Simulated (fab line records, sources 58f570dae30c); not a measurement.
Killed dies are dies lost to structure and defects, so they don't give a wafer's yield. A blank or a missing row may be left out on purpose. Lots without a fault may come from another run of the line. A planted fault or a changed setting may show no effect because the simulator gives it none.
Problem report in the 8D (eight disciplines) form, filled by code | flow berkeley_cmos170 | the parts of the form that need people (team, actions taken, sign-off) are left out

1. THE PROBLEM
GATE_POLY_THK at UCB170_GATE_THK_MEAS_05 reads a mean of 176.9 nm on 9 wafers of 3 lots; wafers without a fault read 214.0 nm with a standard deviation of 1.6. That is -23 standard deviations from the usual mean.
First seen on wafer L887.2, day 8 19:50, on film_metro-01. The record holds 45 wafers of 15 lots with a number at this step. Rule for "out", or "out of limits": more than 4 standard deviations from the usual mean. The other wafers with a number count as sound.

2. WHAT IT IS AND WHAT IT IS NOT
question                    | is                                          | is not
which readings at this step | GATE_POLY_THK                               | -
which lots                  | L885, L886, L887                            | L875, L877, L878, L879, L880, L883, L884, L890, L891, L895, L897, L898
which wafers of those lots  | all that have a number                      | -
read on which gauges        | film_metro-01, film_metro-02, film_metro-03 | -
when                        | from day 8 19:50                            | up to then (21 sound wafers); but 15 sound wafers of L890, L891, L895, L897, L898 came after

3. SUSPECTS, AND WHAT RULES EACH OUT
Counting: a tool at a process step up to the reading stays a suspect if it ran every lot that is out and no sound lot after the first of them.
- the gauge at UCB170_GATE_THK_MEAS_05: ruled out. The wafers that are out were read on 3 gauges (film_metro-01, film_metro-02, film_metro-03).
- lpcvd-02 at UCB170_GATE_CVD_04 (deposits poly-Si from SiH4, time 1440 s, target thk 214 nm): ruled out as a lasting fault. Sound lots L895, L897, L898 ran on it after its first lot that is out, L885 (day 8 17:41).
Left after counting: nothing in the record.

4. THE CAUSE (what the simulator had put in)
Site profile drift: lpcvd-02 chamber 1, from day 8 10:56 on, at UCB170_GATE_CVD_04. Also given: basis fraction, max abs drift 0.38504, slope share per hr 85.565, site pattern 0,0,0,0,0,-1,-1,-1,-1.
Counting ruled it out, wrongly: the rule takes a fault to strike every lot that its tool runs from its start on, and this one did not.

5. THE CHAIN OF EFFECTS, in route order
Each row: a reading whose mean over the struck wafers that have a number lies more than 3 standard deviations from the usual. Only readings for which the record gives a usual standard deviation are gone through. hours: the time from each lot's start at the first step in this table that gives one to its start at this step, as a median over the lots. sigmas: the change in usual standard deviations.
hours | step                    | reading        | usual      | on struck wafers | change | sigmas
0     | UCB170_GATE_THK_MEAS_05 | GATE_POLY_THK  | 214.0 nm   | 176.9            | -37.1  | -23
1     | UCB170_GATE_ETCH_15     | oes_product_au | 0.828 a.u. | 0.729            | -0.099 | -6.6
The process steps in it:
- UCB170_GATE_ETCH_15: etches poly-Si in HBr/Cl2, stops on SiO2, time 56.3 s, target depth 278.2 nm.
Later measuring or inspecting steps at which every struck wafer that the step has a row for has a number for every such reading, and none has moved that far: UCB170_M1_OVL_MEAS_10, UCB170_M2_OVL_MEAS_16.

6. WHAT WOULD HAVE CAUGHT IT SOONER
In this record the first reading out of limits at a measuring or inspecting step was taken at day 8 19:50, 9 hours after the fault began at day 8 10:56.
Of the tool readings at UCB170_GATE_CVD_04 for which the record gives a usual standard deviation, none was out on any struck wafer, so an alarm limit of 4 standard deviations on them would not have fired.
